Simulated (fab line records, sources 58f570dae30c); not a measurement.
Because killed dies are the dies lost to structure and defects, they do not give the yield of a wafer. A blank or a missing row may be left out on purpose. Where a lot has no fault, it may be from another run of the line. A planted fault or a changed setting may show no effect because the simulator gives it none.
Problem report in the 8D (eight disciplines) form, filled by code | flow berkeley_cmos170 | the parts of the form that need people (team, actions taken, sign-off) are left out

== 1. THE PROBLEM ==
Across 6 wafers from 2 lots, M1_AL_RS at UCB170_M1_RS_MEAS_01 averages 0.1110 ohm/sq, while fault-free wafers read 0.0483 ohm/sq with a standard deviation of 0.00057. That is +99 or more standard deviations from the usual mean.
The step: measures by four-point-probe.
First observed at day 8 10:36: wafer L142.1, on film_metro-03. The record holds 42 wafers of 14 lots with a number at this step. By rule, "out" or "out of limits" means more than 4 standard deviations away from the usual mean. All remaining wafers that have a number are taken as sound.

== 2. WHAT THIS IS AND IS NOT ==
question                    | is                           | is not
which readings at this step | M1_AL_RS                     | -
which lots                  | L142, L147                   | L135, L136, L137, L138, L139, L141, L143, L152, L154, L156, L157, L158
which wafers of those lots  | all that have a number       | -
read on which gauges        | film_metro-02, film_metro-03 | film_metro-01
when                        | from day 8 10:36             | up to then (18 sound wafers); but 18 sound wafers of L143, L152, L154, L156, L157, L158 came after

== 3. SUSPECTS, AND WHAT RULES EACH OUT ==
Counting: a tool at any process step up to the reading remains a suspect when it ran all the lots that are out and ran no sound lot after the first of those.
- the gauge at UCB170_M1_RS_MEAS_01: ruled out. 2 gauges (film_metro-02, film_metro-03) read the wafers that are out.
- pvd_sputter-02 at UCB170_M1_SPUTTER_00 (material Al, target thk 600 nm, time 80 s): ruled out as a lasting fault. The sound lots L158 went through it after L142, its earliest lot that is out (day 8 10:32).
Left after counting: nothing in the record.

== 4. THE CAUSE (what the simulator had put in) ==
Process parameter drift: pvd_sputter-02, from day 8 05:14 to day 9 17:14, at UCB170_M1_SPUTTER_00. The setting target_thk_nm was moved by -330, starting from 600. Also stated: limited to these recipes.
It was ruled out by counting, in error; the rule expects a fault to strike all lots run on its tool from its start on, and this fault did not.

== 5. SEQUENCE OF EFFECTS, ordered by route ==
Rows list readings where the struck wafers' mean (over those with a number) sits beyond 3 standard deviations from the usual. Scope: only readings with a usual standard deviation given in the record; hours: median across lots of the time from each lot's start at the first step in this table that gives one to its start at this step; sigmas: change in usual standard deviations.
hours | step                    | reading        | usual         | on struck wafers | change  | sigmas
0     | UCB170_M1_RS_MEAS_01    | M1_AL_RS       | 0.0483 ohm/sq | 0.1110           | +0.0628 | +99 or more
0     | UCB170_M1_THK_MEAS_02   | M1_AL_THK      | 595 nm        | 264              | -331    | -45
1     | UCB170_M1_METAL_ETCH_12 | oes_product_au | 0.859 a.u.    | 0.595            | -0.264  | -22
The process steps in it:
- UCB170_M1_METAL_ETCH_12: etches Al in Cl2/BCl3, stops on PSG, target depth 780 nm, time 130 s.
At these later measuring or inspecting steps, every struck wafer for which the step has a row has a number for every such reading, and none has moved that far: UCB170_V1_BOW_MEAS_03.

== 6. HOW IT WOULD HAVE BEEN CAUGHT EARLIER ==
Counted from the fault's start at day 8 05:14, it took 5 hours until the first out-of-limits reading at a measuring or inspecting step in this record, taken at day 8 10:36.
Of the tool readings at UCB170_M1_SPUTTER_00 for which the record gives a usual standard deviation, none was out on any struck wafer, so an alarm limit of 4 standard deviations on them would not have fired.
